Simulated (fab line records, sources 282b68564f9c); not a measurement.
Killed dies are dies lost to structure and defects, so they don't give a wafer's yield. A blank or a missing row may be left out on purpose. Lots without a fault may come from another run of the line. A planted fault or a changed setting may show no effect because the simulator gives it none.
Which tool did it? | flow rit_cmos | 14 lots, 42 wafers sampled, at 4 steps of a route of 202

WHAT THE GAUGES READ, wafer by wafer
RIT_NRETRO_TW_MEAS_10.
lot  | measured    | on            | NRETRO_TW
L523 | day 2 05:22 | film_metro-04 | 1063 1063 1065
L524 | day 2 11:52 | film_metro-04 | 1068 1056 1056
L525 | day 2 16:06 | film_metro-01 | 1042 1036 1039
L526 | day 2 22:26 | film_metro-01 | 1045 1040 1043
L527 | day 3 02:06 | film_metro-02 | 1062 1057 1058
L528 | day 3 07:04 | film_metro-01 | 1043 1042 1042
L529 | day 3 11:25 | film_metro-02 | 1062 1065 1057
L532 | day 4 03:16 | film_metro-01 | 1041 1050 1049
L535 | day 4 18:28 | film_metro-01 | 1048 1049 1044
L538 | day 5 08:29 | film_metro-02 | 1052 1052 1056
L543 | day 6 10:15 | film_metro-01 | 1043 1047 1053
L544 | day 6 15:23 | film_metro-02 | 1057 1061 1058
L545 | day 6 20:20 | film_metro-04 | 1056 1062 1063
L546 | day 7 00:30 | film_metro-02 | 1059 1060 1050

RIT_REOX_THK_MEAS_04.
lot  | measured    | on            | REOX_OXIDE_THK (nm)
L523 | day 2 15:49 | film_metro-04 | 25.3 24.9 24.7
L524 | day 2 22:20 | film_metro-02 | 24.9 24.4 24.8
L525 | day 3 02:55 | film_metro-04 | 25.3 24.8 25.2
L526 | day 3 08:19 | film_metro-02 | 25.4 25.5 25.2
L527 | day 3 12:53 | film_metro-04 | 25.8 25.8 25.6
L528 | day 3 16:51 | film_metro-02 | 25.4 25.5 25.5
L529 | day 3 21:37 | film_metro-04 | 26.1 25.8 25.9
L532 | day 4 13:14 | film_metro-03 | 25.6 24.9 25.3
L535 | day 5 04:37 | film_metro-02 | 24.9 25.3 25.2
L538 | day 5 19:58 | film_metro-03 | 24.5 24.9 25.1
L543 | day 6 20:54 | film_metro-04 | 24.9 24.7 25.0
L544 | day 7 01:12 | film_metro-03 | 25.7 25.7 24.9
L545 | day 7 06:16 | film_metro-02 | 24.8 24.7 24.7
L546 | day 7 10:36 | film_metro-03 | 24.1 23.9 24.5

RIT_NLDD_TW_MEAS_10.
lot  | measured    | on            | NLDD_TW
L523 | day 2 17:22 | film_metro-04 | 2506 2496 2525
L524 | day 2 23:47 | film_metro-04 | 2508 2521 2503
L525 | day 3 04:20 | film_metro-02 | 2511 2508 2512
L526 | day 3 09:50 | film_metro-02 | 2517 2504 2519
L527 | day 3 14:25 | film_metro-01 | 2495 2488 2483
L528 | day 3 18:21 | film_metro-01 | 2473 2470 2468
L529 | day 3 23:02 | film_metro-01 | 30 30 30
L532 | day 4 14:46 | film_metro-01 | 30 30 30
L535 | day 5 06:09 | film_metro-02 | 2488 2498 2501
L538 | day 5 21:26 | film_metro-04 | 2501 2510 2496
L543 | day 6 22:26 | film_metro-04 | 2505 2519 2520
L544 | day 7 02:37 | film_metro-02 | 2495 2500 2501
L545 | day 7 07:46 | film_metro-02 | 2498 2516 2509
L546 | day 7 12:09 | film_metro-01 | 2497 2489 2489

WHICH TOOL RAN EACH LOT (tool, then ch and the chambers of the sampled wafers, then the start)
lot  | RIT_NLDD_DEVELOP_05
L523 | litho_track-02 ch 0, day 2 16:00
L524 | litho_track-02 ch 0, day 2 23:00
L525 | litho_track-02 ch 0, day 3 03:00
L526 | litho_track-04 ch 0, day 3 09:00
L527 | litho_track-04 ch 0, day 3 13:00
L528 | litho_track-03 ch 0, day 3 17:00
L529 | litho_track-04 ch 0, day 3 22:00
L532 | litho_track-04 ch 0, day 4 14:00
L535 | litho_track-03 ch 0, day 5 05:00
L538 | litho_track-03 ch 0, day 5 20:00
L543 | litho_track-04 ch 0, day 6 21:00
L544 | litho_track-04 ch 0, day 7 01:00
L545 | litho_track-04 ch 0, day 7 07:00
L546 | litho_track-04 ch 0, day 7 11:00
- RIT_NLDD_DEVELOP_05: develop time 50 s.

WHAT THE TOOLS THEMSELVES READ (means of the sampled wafers that have a number; where no wafer has one, the mark that the record gives instead)
RIT_NLDD_DEVELOP_05.
lot  | tool           | chill_plate_temp_C (C)
L523 | litho_track-02 | 22.86
L524 | litho_track-02 | 22.84
L525 | litho_track-02 | 23.04
L526 | litho_track-04 | 23.01
L527 | litho_track-04 | 22.90
L528 | litho_track-03 | 23.10
L529 | litho_track-04 | 22.96
L532 | litho_track-04 | 22.96
L535 | litho_track-03 | 23.03
L538 | litho_track-03 | 23.17
L543 | litho_track-04 | 22.96
L544 | litho_track-04 | 23.10
L545 | litho_track-04 | 23.03
L546 | litho_track-04 | 23.06

THE ANSWER, worked out from the rows above alone
Rule: what is usual is taken from the lots themselves. Put in order of their means at a reading, lots are off if they are a third of the lots or fewer, leave a main group of 4 or more, and stand apart from it by a gap of 3 or more times the standard deviation of the main group's means; of several such gaps the widest counts. A main group whose means are all the same, to the digits that the tables above print for the reading, isn't used. A lot without any number at a reading at which 4 lots or more have one is off too. The other lots that the step has rows for count as sound. The gauges are gone through in route order, then the tools' own readings, and for those a lot's mean is taken as printed above. The first step at which some lot is off is used, and at that step the reading that is off furthest; a lot without a number counts as furthest.
Off: L529, L532, at RIT_NLDD_TW_MEAS_10 (NLDD_TW). The main group: mean 2501, standard deviation 12.
A tool fits if, at a process step before that reading, it ran every lot that is off, and no sound lot after the first of them. The gauges at RIT_NLDD_TW_MEAS_10 are tried like those tools. None of those tried fits.

WHAT THE SIMULATOR HAD PUT IN
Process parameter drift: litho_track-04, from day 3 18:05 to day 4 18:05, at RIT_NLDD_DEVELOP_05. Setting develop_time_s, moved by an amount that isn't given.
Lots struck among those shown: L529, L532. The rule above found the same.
